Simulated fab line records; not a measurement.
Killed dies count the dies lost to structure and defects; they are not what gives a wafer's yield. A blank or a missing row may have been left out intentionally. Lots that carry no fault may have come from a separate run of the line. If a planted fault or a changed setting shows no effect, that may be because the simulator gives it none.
Chamber matching    flow berkeley cmos170    4 sister chambers for UCB170_V1_CMP_02 on cmp-02
The step polishes SiO2. 18 wafers are shown with their chamber, then 9 later ones without.

== WAFERS PAIRED WITH THEIR CHAMBERS ==
wafer   chamber  motor current A (A)  slurry flow ml min
L194.1  3        15.7                 150.4
L194.5  3        15.5                 149.3
L194.6  0        14.5                 150.4
L196.2  3        15.4                 150.0
L196.5  1        15.2                 150.7
L196.6  0        14.1                 150.7
L195.1  0        14.4                 149.8
L195.3  2        16.1                 150.5
L195.6  1        15.6                 149.8
L198.3  3        15.4                 150.6
L198.4  0        14.7                 150.4
L198.5  3        15.7                 150.4
L204.2  3        15.9                 150.1
L204.3  1        14.7                 151.0
L204.4  0        14.9                 149.8
L207.3  1        16.1                 149.8
L207.5  1        15.1                 150.2
L207.6  0        13.9                 150.2

SIGNATURES (averages over the wafers above)
reading             chamber 0  chamber 1  chamber 2  chamber 3  scatter within a chamber
motor current A     14.417     15.340     16.100     15.600     0.38
slurry flow ml min  150.217    150.300    150.500    150.133    0.454
Rule: a wafer's distance from a chamber is the root of the sum, over the readings, of the square of ((its reading less the chamber's mean) divided by the reading's scatter). If the next closest chamber is less than 2 further off than the closest, the wafer can't be placed; otherwise it belongs to the closest. The scatter: the root of (the sum of the squares of (reading less its chamber's mean) over the shown wafers, divided by (wafers less chambers)).

== WAFERS MISSING THEIR CHAMBER ==
wafer   motor current A (A)  slurry flow ml min
L214.3  15.1                 149.3
L214.4  16.3                 150.8
L214.6  15.5                 150.6
L210.1  13.9                 150.5
L210.4  16.7                 150.4
L210.5  15.8                 150.0
L215.1  16.6                 149.6
L215.3  15.0                 150.2
L215.4  13.7                 150.0

== WHICH CHAMBER EACH ONE RAN IN ==
wafer   from the rows above                in truth
L214.3  can't be placed: 3 or 1 or 0 or 2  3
L214.4  can't be placed: 2 or 3 or 1       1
L214.6  can't be placed: 1 or 3 or 2       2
L210.1  0                                  0
L210.4  can't be placed: 2 or 3 or 1       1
L210.5  can't be placed: 3 or 2 or 1       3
L215.1  can't be placed: 2 or 3 or 1       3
L215.3  can't be placed: 1 or 0 or 3       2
L215.4  0                                  0
Placed correctly: 2 of 9. These rows do not allow placing 7 (true chamber among the candidates in 6). Number placed wrongly: 0.
